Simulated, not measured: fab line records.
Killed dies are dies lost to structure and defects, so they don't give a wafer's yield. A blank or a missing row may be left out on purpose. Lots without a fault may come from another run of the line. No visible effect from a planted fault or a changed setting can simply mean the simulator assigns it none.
Which tool is to blame? | flow berkeley_cmos170 | 14 lots with 42 wafers sampled at 5 steps, on a route of 331 steps

WHAT EACH GAUGE READ, for each wafer
UCB170_FIELD_THK_MEAS_02.
lot  | measured    | on            | FIELD_OXIDE_THK (nm)
L756 | day 4 09:30 | film_metro-04 | 556 558 557
L759 | day 5 08:22 | film_metro-04 | 548 546 558
L760 | day 5 08:24 | film_metro-02 | 549 542 543
L761 | day 5 15:33 | film_metro-02 | 563 555 553
L762 | day 5 22:03 | film_metro-04 | 555 555 553
L764 | day 6 06:34 | film_metro-01 | 545 542 553
L765 | day 6 06:37 | film_metro-02 | 541 543 532
L769 | day 7 08:45 | film_metro-01 | 550 559 552
L772 | day 7 20:55 | film_metro-01 | 557 563 556
L773 | day 8 02:37 | film_metro-01 | 568 565 563
L774 | day 8 02:38 | film_metro-02 | 563 552 555
L776 | day 8 21:41 | film_metro-02 | 588 572 568
L777 | day 9 04:41 | film_metro-04 | 579 568 572
L779 | day 9 21:20 | film_metro-02 | 567 567 573

UCB170_NVT_TW_MEAS_09.
lot  | measured     | on            | NVT_TW
L756 | day 5 04:19  | film_metro-02 | 517 519 519
L759 | day 6 01:34  | film_metro-04 | 529 529 529
L760 | day 6 01:43  | film_metro-03 | 529 529 533
L761 | day 6 12:23  | film_metro-02 | 518 521 521
L762 | day 6 21:26  | film_metro-02 | 519 523 520
L764 | day 7 04:47  | film_metro-02 | 523 525 525
L765 | day 7 05:21  | film_metro-03 | 529 526 531
L769 | day 8 09:35  | film_metro-02 | 523 522 525
L772 | day 9 00:35  | film_metro-04 | 475 476 477
L773 | day 9 04:24  | film_metro-02 | 469 468 468
L774 | day 9 04:39  | film_metro-03 | 532 533 534
L776 | day 10 03:08 | film_metro-02 | 520 520 518
L777 | day 10 07:05 | film_metro-04 | 534 536 534
L779 | day 10 21:44 | film_metro-02 | 520 521 522

UCB170_GATE_THK_MEAS_02.
lot  | measured     | on            | GATE_OXIDE_THK (nm)
L756 | day 5 11:13  | film_metro-01 | 6.36 6.38 6.55
L759 | day 6 08:04  | film_metro-03 | 6.64 6.61 6.54
L760 | day 6 08:04  | film_metro-02 | 6.63 6.55 6.49
L761 | day 6 19:19  | film_metro-02 | 6.52 6.48 6.50
L762 | day 7 03:49  | film_metro-01 | 6.55 6.50 6.61
L764 | day 7 10:54  | film_metro-02 | 6.60 6.78 6.51
L765 | day 7 10:57  | film_metro-01 | 6.74 6.72 6.89
L769 | day 8 22:30  | film_metro-01 | 6.87 6.83 6.73
L772 | day 9 08:50  | film_metro-01 | 6.49 6.89 6.54
L773 | day 9 08:52  | film_metro-03 | 6.66 6.55 6.70
L774 | day 9 08:57  | film_metro-03 | 6.61 6.76 6.72
L776 | day 10 10:39 | film_metro-03 | 6.56 6.50 6.55
L777 | day 10 14:50 | film_metro-03 | 6.54 6.46 6.51
L779 | day 11 05:02 | film_metro-02 | 6.58 6.50 6.63

WHICH TOOL RAN EACH LOT (tool, then ch and the chambers of the sampled wafers, then the start)
lot  | UCB170_NVT_IMPLANT_07           | UCB170_NVT_STRIP_08
L756 | implanter-03 ch 0, day 5 04:05  | plasma_asher-03 ch 0, day 5 04:12
L759 | implanter-03 ch 0, day 6 01:19  | plasma_asher-03 ch 0, day 6 01:28
L760 | implanter-04 ch 0, day 6 01:28  | plasma_asher-02 ch 0,1, day 6 01:37
L761 | implanter-01 ch 0, day 6 12:08  | plasma_asher-02 ch 0,1, day 6 12:17
L762 | implanter-01 ch 0, day 6 21:11  | plasma_asher-01 ch 1, day 6 21:19
L764 | implanter-04 ch 0, day 7 04:32  | plasma_asher-02 ch 1, day 7 04:41
L765 | implanter-04 ch 0, day 7 05:08  | plasma_asher-03 ch 0,1, day 7 05:16
L769 | implanter-03 ch 0, day 8 09:21  | plasma_asher-02 ch 0,1, day 8 09:29
L772 | implanter-04 ch 0, day 9 00:20  | plasma_asher-02 ch 0,1, day 9 00:29
L773 | implanter-04 ch 0, day 9 04:09  | plasma_asher-01 ch 0,1, day 9 04:18
L774 | implanter-01 ch 0, day 9 04:26  | plasma_asher-02 ch 0,1, day 9 04:34
L776 | implanter-01 ch 0, day 10 02:53 | plasma_asher-01 ch 0,1, day 10 03:02
L777 | implanter-01 ch 0, day 10 06:50 | plasma_asher-02 ch 0,1, day 10 06:59
L779 | implanter-03 ch 0, day 10 21:29 | plasma_asher-01 ch 0,1, day 10 21:38
- UCB170_NVT_IMPLANT_07
- UCB170_NVT_STRIP_08: strips in O2.

AS READ BY THE TOOLS THEMSELVES (means over the sampled wafers that have a number; for cases with no such wafer, the mark the record gives instead)
UCB170_NVT_IMPLANT_07.
lot  | tool         | beam_energy_keV | faraday_current_uA
L756 | implanter-03 | 50.002          | 9.50
L759 | implanter-03 | 49.999          | 9.55
L760 | implanter-04 | 49.987          | 9.46
L761 | implanter-01 | 49.997          | 9.34
L762 | implanter-01 | 50.007          | 9.41
L764 | implanter-04 | 49.982          | 9.55
L765 | implanter-04 | 50.006          | 9.42
L769 | implanter-03 | 50.003          | 9.47
L772 | implanter-04 | 32.491          | 9.49
L773 | implanter-04 | 32.506          | 9.54
L774 | implanter-01 | 49.986          | 9.40
L776 | implanter-01 | 50.020          | 9.49
L777 | implanter-01 | 49.989          | 9.46
L779 | implanter-03 | 49.994          | 9.63

UCB170_NVT_STRIP_08.
lot  | tool            | drypump_motor_current_A (A) | oes_product_au (a.u.) | strip_time_to_endpoint_s (s)
L756 | plasma_asher-03 | 6.2                         | 0.730                 | 21.73
L759 | plasma_asher-03 | 6.2                         | 0.732                 | 21.66
L760 | plasma_asher-02 | 5.3                         | 0.738                 | 21.65
L761 | plasma_asher-02 | 5.3                         | 0.735                 | 21.67
L762 | plasma_asher-01 | 6.6                         | 0.737                 | 21.57
L764 | plasma_asher-02 | 5.4                         | 0.737                 | 21.68
L765 | plasma_asher-03 | 6.0                         | 0.735                 | 21.64
L769 | plasma_asher-02 | 5.3                         | 0.730                 | 21.75
L772 | plasma_asher-02 | 5.3                         | 0.730                 | 21.67
L773 | plasma_asher-01 | 6.1                         | 0.737                 | 21.64
L774 | plasma_asher-02 | 5.3                         | 0.729                 | 21.69
L776 | plasma_asher-01 | 6.0                         | 0.737                 | 21.65
L777 | plasma_asher-02 | 5.3                         | 0.735                 | 21.58
L779 | plasma_asher-01 | 5.5                         | 0.733                 | 21.63

THE ANSWER, worked out from the rows above alone
Rule: the lots themselves supply what counts as usual. The widest of any qualifying gaps counts: lots, ordered by their means at a reading, are off when they make up no more than a third of the lots, leave a main group of 4 or more, and stand apart from it by 3 or more times the standard deviation of that group's means. A main group whose means are all the same, to the digits that the tables above print for the reading, isn't used. Also off: a lot with no number at a reading for which 4 or more lots have one. All remaining lots with rows at the step are treated as sound. First the gauges in route order, then the tools' own readings, where a lot's mean is used as printed above. The first step at which some lot is off is used, and at that step the reading that is off furthest; a lot without a number counts as furthest.
Off: at UCB170_NVT_TW_MEAS_09 (NVT_TW), L772, L773. For the main group the mean is 525 and the standard deviation 5.4.
A tool fits if, at a process step before that reading, it ran every lot that is off, and no sound lot after the first of them. Not tried: the gauges at UCB170_NVT_TW_MEAS_09; whatever is off there is also off at UCB170_NVT_IMPLANT_07, on other tools, and gauge error can't account for it. One fits: UCB170_NVT_IMPLANT_07 on implanter-04. A fault onset in the window from L765 (day 7 05:08, its last sound lot) to L772 (day 9 00:20, its first lot off) fits.
On the lots that are off, the tool's own readings at UCB170_NVT_IMPLANT_07 differ by more than 5 times the standard deviation of the sound lots' means, which bears it out; beam_energy_keV reads 32.498 there versus 49.998 on the sound lots.

WHAT THE SIMULATOR HAD PUT IN
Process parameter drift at UCB170_NVT_IMPLANT_07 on implanter-04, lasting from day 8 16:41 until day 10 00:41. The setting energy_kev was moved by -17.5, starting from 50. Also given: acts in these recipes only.
Struck lots among those shown: L772, L773. The rule above found the same.
